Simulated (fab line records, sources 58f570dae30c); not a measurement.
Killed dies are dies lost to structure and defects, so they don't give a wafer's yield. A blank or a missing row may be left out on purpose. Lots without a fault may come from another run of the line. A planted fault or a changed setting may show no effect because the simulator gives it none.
Split-lot experiment | flow berkeley_cmos170 | 5 lots, 23 wafers read, on a route of 331 steps

THE SPLIT
At UCB170_M1_SPUTTER_00 (material Al, target thk 600 nm, time 80 s), the setting power_w was moved away from the recipe's 6000 W on 4 of the 23 wafers read, by -4.6% to +9.8%. The other wafers ran this setting at the recipe's value.

FROM THE SPLIT TO THE READING: what the file shows between them, 1 step
- UCB170_M1_RS_MEAS_01: measures by four-point-probe

THE READING
M1_AL_THK, in nm, at UCB170_M1_THK_MEAS_02 (measures by xrf). Fault-free wafers of this fab line usually give 604 nm, standard deviation 6.2 nm.

wafer  | tool, chamber at the split | power_w as run, W | against the recipe | M1_AL_THK, nm | against lot-mates on the recipe
L074.1 | pvd_sputter-03, -          | 6000              | recipe             | 607           | -
L074.3 | pvd_sputter-03, -          | 6000              | recipe             | 608           | -
L074.4 | pvd_sputter-03, -          | 6000              | recipe             | 605           | -
L074.5 | pvd_sputter-03, -          | 6000              | recipe             | 601           | -
L074.6 | pvd_sputter-03, -          | 6000              | recipe             | 607           | -
L075.1 | pvd_sputter-03, -          | 6000              | recipe             | 602           | -
L075.2 | pvd_sputter-03, -          | 6000              | recipe             | 605           | -
L075.4 | pvd_sputter-03, -          | 6000              | recipe             | 600           | -
L079.1 | pvd_sputter-03, -          | 6000              | recipe             | 606           | -
L079.2 | pvd_sputter-03, -          | 6000              | recipe             | 600           | -
L079.4 | pvd_sputter-03, -          | 6000              | recipe             | 605           | -
L079.5 | pvd_sputter-03, -          | 6000              | recipe             | 597           | -
L079.6 | pvd_sputter-03, -          | 6000              | recipe             | 602           | -
L081.1 | pvd_sputter-04, -          | 6000              | recipe             | 608           | -
L081.2 | pvd_sputter-04, -          | 6000              | recipe             | 601           | -
L081.3 | pvd_sputter-04, -          | 6588              | +9.8%              | 673           | +69
L081.4 | pvd_sputter-04, -          | 6588              | +9.8%              | 659           | +55
L081.6 | pvd_sputter-04, -          | 6000              | recipe             | 604           | -
L084.1 | pvd_sputter-03, -          | 5724              | -4.6%              | 573           | -43
L084.2 | pvd_sputter-03, -          | 6000              | recipe             | 618           | -
L084.3 | pvd_sputter-03, -          | 6000              | recipe             | 615           | -
L084.4 | pvd_sputter-03, -          | 5724              | -4.6%              | 582           | -34
L084.5 | pvd_sputter-03, -          | 6000              | recipe             | 614           | -

THE FIT
A straight line over all 23 wafers: M1_AL_THK changes by +6.15 nm for each +1% of power_w; r = +0.96; the points scatter about the line by 5.7 nm.
The same after taking each lot's own level away (the mean of its wafers on the recipe; 23 wafers): +6.7 nm for each +1%; r = +0.98; scatter 4.3 nm.
On that fit, the largest move of power_w shifts the reading by 66 nm.
The lots' own levels span 602.0 to 615.7 nm, that is 2.2 times the standard deviation above.
So the lot-to-lot level changes the slope little: the two slopes agree.
Check: with one of the wafers moved furthest among these (+9.8%) left out of the fit, the line predicts +61.7 nm for it against its lot-mates. It came out at +68.7 nm against them.

OTHER SPLITS ON THESE WAFERS
These wafers also went through other splits before the reading. Each is held against what the fit with the lots' levels taken away leaves over:
other split on the same wafers     | wafers away from the commonest value | r with M1_AL_THK (lot level and that fit taken away)
UCB170_PSD_EXPOSE_03 dose_mj       | 5                                    | +0.05
UCB170_PSD_IMPLANT_08 dose_cm2     | 9                                    | -0.11
UCB170_NSD_IMPLANT_08 dose_cm2     | 8                                    | -0.16
UCB170_BACKSIDE_STRIP_03 power_w   | 10                                   | +0.22
UCB170_SILICIDE_SPUTTER_01 power_w | 4                                    | -0.14

THE WHOLE CHAIN: every reading that the file lists as answering this split, in the file's order
step                  | what it does                              | reading                                                                     | change (the file's fit)               | r (the file's)
UCB170_M1_SPUTTER_00  | material Al, target thk 600 nm, time 80 s | Al_of_M1_SPUTTER_00.thk_nm (the simulator's own value, which no gauge read) | +6.28 nm for each +1% of the setting  | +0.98
UCB170_M1_RS_MEAS_01  | measures by four-point-probe              | M1_AL_RS                                                                    | -0.000484 for each +1% of the setting | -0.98
UCB170_M1_THK_MEAS_02 | measures by xrf                           | M1_AL_THK                                                                   | +6.67 for each +1% of the setting     | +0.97

THE FILE'S OWN FIT
M1_AL_THK changes by +6.67 nm for each +1% of power_w, r = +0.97.
